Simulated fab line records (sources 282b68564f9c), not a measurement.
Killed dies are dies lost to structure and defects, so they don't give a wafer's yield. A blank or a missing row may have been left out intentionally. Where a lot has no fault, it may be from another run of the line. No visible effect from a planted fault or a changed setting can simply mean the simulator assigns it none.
A struck lot beside a sound one	flow ritCmos	15 steps out of a route of 202
Sound: these wafers, L545.2, L545.3, L545.4. Wafers struck: L537.2, L537.5, L537.6. The cause comes at the end.
Each step with rows lists, per side, the tool, then ch with its chambers, then its first start. Under that, the readings that differ: sound wafers	struck wafers	difference of the means	sigmas: that difference in standard deviations of wafers without a fault.
alike: words and numbers the same on both sides, and readings whose means are apart by under 2 such deviations; not compared: readings that were withheld, readings missing a value for some wafer, numbers with overlapping values and no deviation given by the record, and bounds like >300 which may hide the same value.
A row with sigmas, a row that says differs or no value, or rows on one side alone: a step with any of these is where the two part. Non-overlapping numbers with no deviation appear without sigmas and do not part them. A reading that every wafer of one side lacks parts them only if that side has two wafers or more.

first, 3 steps without rows for these wafers: RIT_REOX_CLEAN_01 (cleans in dHF, time 30 s); RIT_REOX_CLEAN_02 (cleans in SC2, time 600 s); RIT_REOX_OXIDATION_03 (target thk 25.2 nm, ox time 5580 s).
RIT_REOX_THK_MEAS_04:
  sound: filmMetro-01 at day 5 22:08; struck: filmMetro-03 at day 3 23:02
  alike: REOX_OXIDE_THK
then, 6 steps without rows for these wafers: RIT_NLDD_HMDS_00 (prime time 60 s); RIT_NLDD_COAT_01 (resist thk 1000 nm); RIT_NLDD_SOFTBAKE_02 (time 60 s); RIT_NLDD_EXPOSE_03 (exposes mask M7, target cd 40700 nm); RIT_NLDD_PEB_04; RIT_NLDD_DEVELOP_05 (develop time 50 s).
RIT_NLDD_OVL_MEAS_06:
  sound: overlay-01 at day 5 23:10; struck: overlay-02 at day 4 00:04
  alike: NLDD_OVL
then, 1 step without rows for these wafers: RIT_NLDD_HARDBAKE_07 (time 60 s).
RIT_NLDD_IMPLANT_08:
  sound on implanter-04 ch 0, day 5 23:23; struck on implanter-01 ch 0, day 4 00:16
reading	sound	struck	difference	sigmas
tiltDeg (degrees)	6.990 7.005 7.015	7.322 7.305 7.293	+0.303	+16
RIT_NLDD_STRIP_09: strips in O2, time 180 s.
  sound on plasmaAsher-04 ch 0,1, day 5 23:30; struck on plasmaAsher-01 ch 0,1, day 4 00:23
  alike: drypumpMotorCurrentA
  not compared: rfHoursCounterH
RIT_M1_PROBE_99:
  sound: prober-01 at day 6 14:31; struck: prober-01 at day 4 16:43
  alike: killed_at_M0_to_M3, killedAtContacts, killedAtFrontEnd, killedDies, killedOpen, killedShort

WHERE THEY PART
Only at RIT_NLDD_IMPLANT_08, as far as this record shows. Later steps at which nothing parts them and some readings are alike: RIT_NLDD_STRIP_09, RIT_M1_PROBE_99.

WHY: whatever the simulator had introduced
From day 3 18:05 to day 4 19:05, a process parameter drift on implanter-01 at RIT_NLDD_IMPLANT_08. A move of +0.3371 in setting tiltDeg, from 7. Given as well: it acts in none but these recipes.
